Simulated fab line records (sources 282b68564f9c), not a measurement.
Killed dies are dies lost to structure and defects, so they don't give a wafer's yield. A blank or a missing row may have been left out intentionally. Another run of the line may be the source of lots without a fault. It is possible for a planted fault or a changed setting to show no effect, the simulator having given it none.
A lot that was struck, set against a sound lot / flow rit-cmos / 15 steps out of a route of 202
Sound: these wafers, L668.1, L668.4, L668.6. The struck wafers were L689.1, L689.2, L689.6. The cause comes at the end.
At each step with rows: each side's tool, then ch and its chambers, then its first start. Under that, the readings that differ: sound wafers / struck wafers / difference of the means / sigmas: that difference in standard deviations of wafers without a fault.
alike: a reading whose means differ by less than 2 such deviations, as well as words and numbers matching on both sides. not compared: withheld readings; readings where some wafer has no value; bounds like >300 that might hide an equal value; numbers whose values overlap and for which the record gives no deviation.
Wherever a step has rows on one side only, a row that says differs or no value, or a row with sigmas, the two part there. Numbers that have no deviation but don't overlap get no sigmas and don't part them. A reading that every wafer of one side lacks parts them only if that side has two wafers or more.

first, 3 steps without rows for these wafers: RIT_REOX_CLEAN_01 (cleans in dHF, time 30 s); RIT_REOX_CLEAN_02 (cleans in SC2, time 600 s); RIT_REOX_OXIDATION_03 (target thk 25.2 nm, ox time 5580 s).
RIT_REOX_THK_MEAS_04:
  sound on film-metro-02 at day 2 21:55; struck on film-metro-02 at day 7 09:48
  alike: REOX_OXIDE_THK
then, 6 steps without rows for these wafers: RIT_NLDD_HMDS_00 (prime time 60 s); RIT_NLDD_COAT_01 (resist thk 1000 nm); RIT_NLDD_SOFTBAKE_02 (time 60 s); RIT_NLDD_EXPOSE_03 (exposes mask M7, target cd 40700 nm); RIT_NLDD_PEB_04; RIT_NLDD_DEVELOP_05 (develop time 50 s).
RIT_NLDD_OVL_MEAS_06:
  sound on overlay-02 at day 2 22:58; struck on overlay-01 at day 7 10:43
  alike: NLDD_OVL
then, 1 step without rows for these wafers: RIT_NLDD_HARDBAKE_07 (time 60 s).
RIT_NLDD_IMPLANT_08:
  sound on implanter-01 ch 0, day 2 23:08; struck on implanter-01 ch 0, day 7 10:53
reading=beam-energy-keV; sound=20.009 20.002 20.003; struck=19.649 19.653 19.656; difference=-0.352; sigmas=-63
reading=model.implant.drp-nm (nm); sound=12.97 12.97 12.97; struck=12.83 12.83 12.83; difference=-0.14; sigmas=
RIT_NLDD_STRIP_09: strips in O2, time 180 s.
  sound on plasma-asher-02 ch 0,1, day 2 23:17; struck on plasma-asher-03 ch 0,1, day 7 11:02
  alike: drypump-motor-current-A, o2-flow-sccm
  not compared: rf-hours-counter-h
RIT_M1_PROBE_99:
  sound on prober-01 at day 3 15:40; struck on prober-02 at day 8 03:26
  alike: killed_at_M0_to_M3, killed-at-contacts, killed-at-front-end, killed-dies, killed-open, killed-short

WHERE THEY PART
RIT_NLDD_IMPLANT_08 only, going by this record. Later steps at which nothing parts them and some readings are alike: RIT_NLDD_STRIP_09, RIT_M1_PROBE_99.

WHY: the cause the simulator had injected
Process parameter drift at RIT_NLDD_IMPLANT_08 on implanter-01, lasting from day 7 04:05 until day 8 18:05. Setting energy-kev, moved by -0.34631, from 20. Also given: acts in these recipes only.
